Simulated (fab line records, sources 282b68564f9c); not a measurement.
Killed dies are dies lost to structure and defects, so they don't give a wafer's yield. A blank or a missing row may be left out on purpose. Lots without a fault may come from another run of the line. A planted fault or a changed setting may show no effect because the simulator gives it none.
Split-lot experiment | flow rit_cmos | 5 lots, 23 wafers read, on a route of 202 steps

THE SPLIT
At RIT_NLDD_IMPLANT_08, the setting dose_cm2 was moved away from the recipe's 5e+14 on 8 of the 23 wafers read, by +2.4% to +5.8%. The other wafers ran this setting at the recipe's value.

FROM THE SPLIT TO THE READING: what the file shows between them, 5 steps
- RIT_NLDD_STRIP_09: strips in O2, time 180 s
- RIT_NLDD_TW_MEAS_10
- RIT_SDANNEAL_CLEAN_01: cleans in dHF, time 30 s (also split here: time_s)
- RIT_SDANNEAL_CLEAN_02: cleans in SC2, time 600 s
- RIT_SDANNEAL_RTA_03: time 5 s

THE READING
NLDD_RS, in ohm/sq, at RIT_SDANNEAL_RS_MEAS_07 (measures by four-point-probe). Fault-free wafers of this fab line usually give 151.7 ohm/sq, standard deviation 0.38 ohm/sq.

wafer  | tool, chamber at the split | dose_cm2 as run | against the recipe | NLDD_RS, ohm/sq | against lot-mates on the recipe
L074.1 | implanter-02, 0            | 5.123e+14       | +2.5%              | 149.7           | -2.5
L074.2 | implanter-02, 0            | 5.123e+14       | +2.5%              | 148.9           | -3.2
L074.3 | implanter-02, 0            | 5.123e+14       | +2.5%              | 149.4           | -2.8
L074.5 | implanter-02, 0            | 5e+14           | recipe             | 152.3           | -
L074.6 | implanter-02, 0            | 5e+14           | recipe             | 152.0           | -
L075.1 | implanter-02, 0            | 5.29e+14        | +5.8%              | 144.9           | -7.0
L075.2 | implanter-02, 0            | 5e+14           | recipe             | 151.7           | -
L075.3 | implanter-02, 0            | 5e+14           | recipe             | 152.3           | -
L075.5 | implanter-02, 0            | 5.29e+14        | +5.8%              | 144.6           | -7.3
L075.6 | implanter-02, 0            | 5e+14           | recipe             | 151.6           | -
L077.1 | implanter-02, 0            | 5.122e+14       | +2.4%              | 148.9           | -2.5
L077.2 | implanter-02, 0            | 5.122e+14       | +2.4%              | 148.8           | -2.6
L077.3 | implanter-02, 0            | 5.122e+14       | +2.4%              | 148.7           | -2.8
L077.4 | implanter-02, 0            | 5e+14           | recipe             | 151.9           | -
L077.5 | implanter-02, 0            | 5e+14           | recipe             | 151.0           | -
L083.1 | implanter-02, 0            | 5e+14           | recipe             | 151.9           | -
L083.4 | implanter-02, 0            | 5e+14           | recipe             | 151.6           | -
L083.5 | implanter-02, 0            | 5e+14           | recipe             | 151.6           | -
L085.1 | implanter-02, 0            | 5e+14           | recipe             | 151.6           | -
L085.2 | implanter-02, 0            | 5e+14           | recipe             | 151.2           | -
L085.4 | implanter-02, 0            | 5e+14           | recipe             | 151.1           | -
L085.5 | implanter-02, 0            | 5e+14           | recipe             | 151.1           | -
L085.6 | implanter-02, 0            | 5e+14           | recipe             | 151.8           | -

THE FIT
A straight line over all 23 wafers: NLDD_RS changes by -1.15 ohm/sq for each +1% of dose_cm2; r = -0.98; the points scatter about the line by 0.41 ohm/sq.
The same after taking each lot's own level away (the mean of its wafers on the recipe; 23 wafers): -1.2 ohm/sq for each +1%; r = -0.99; scatter 0.3 ohm/sq.
On that fit, the largest move of dose_cm2 shifts the reading by 6.9 ohm/sq.
The lots' own levels span 151.36 to 152.15 ohm/sq, that is 2.1 times the standard deviation above.
So the lot-to-lot level changes the slope little: the two slopes agree.
Check: with one of the wafers moved furthest among these (+5.8%) left out of the fit, the line predicts -6.88 ohm/sq for it against its lot-mates. It came out at -6.97 ohm/sq against them.

OTHER SPLITS ON THESE WAFERS
These wafers also went through other splits before the reading. Each is held against what the fit with the lots' levels taken away leaves over:
other split on the same wafers | wafers away from the commonest value | r with NLDD_RS (lot level and that fit taken away)
RIT_GATE_OXIDATION_05 temp_c   | 18                                   | -0.16
RIT_GATE_EXPOSE_13 dose_mj     | 10                                   | +0.01
RIT_GATE_STRIP_20 o2_flow_sccm | 10                                   | -0.37
RIT_NLDD_COAT_01 spin_rpm      | 10                                   | +0.18
RIT_SDANNEAL_CLEAN_01 time_s   | 10                                   | +0.23

THE WHOLE CHAIN: every reading that the file lists as answering this split, in the file's order
step                    | what it does                 | reading | change (the file's fit)           | r (the file's)
RIT_NLDD_TW_MEAS_10     |                              | NLDD_TW | +6.43 for each +1% of the setting | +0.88
RIT_SDANNEAL_RS_MEAS_07 | measures by four-point-probe | NLDD_RS | -1.19 for each +1% of the setting | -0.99

THE FILE'S OWN FIT
NLDD_RS changes by -1.19 ohm/sq for each +1% of dose_cm2, r = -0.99.
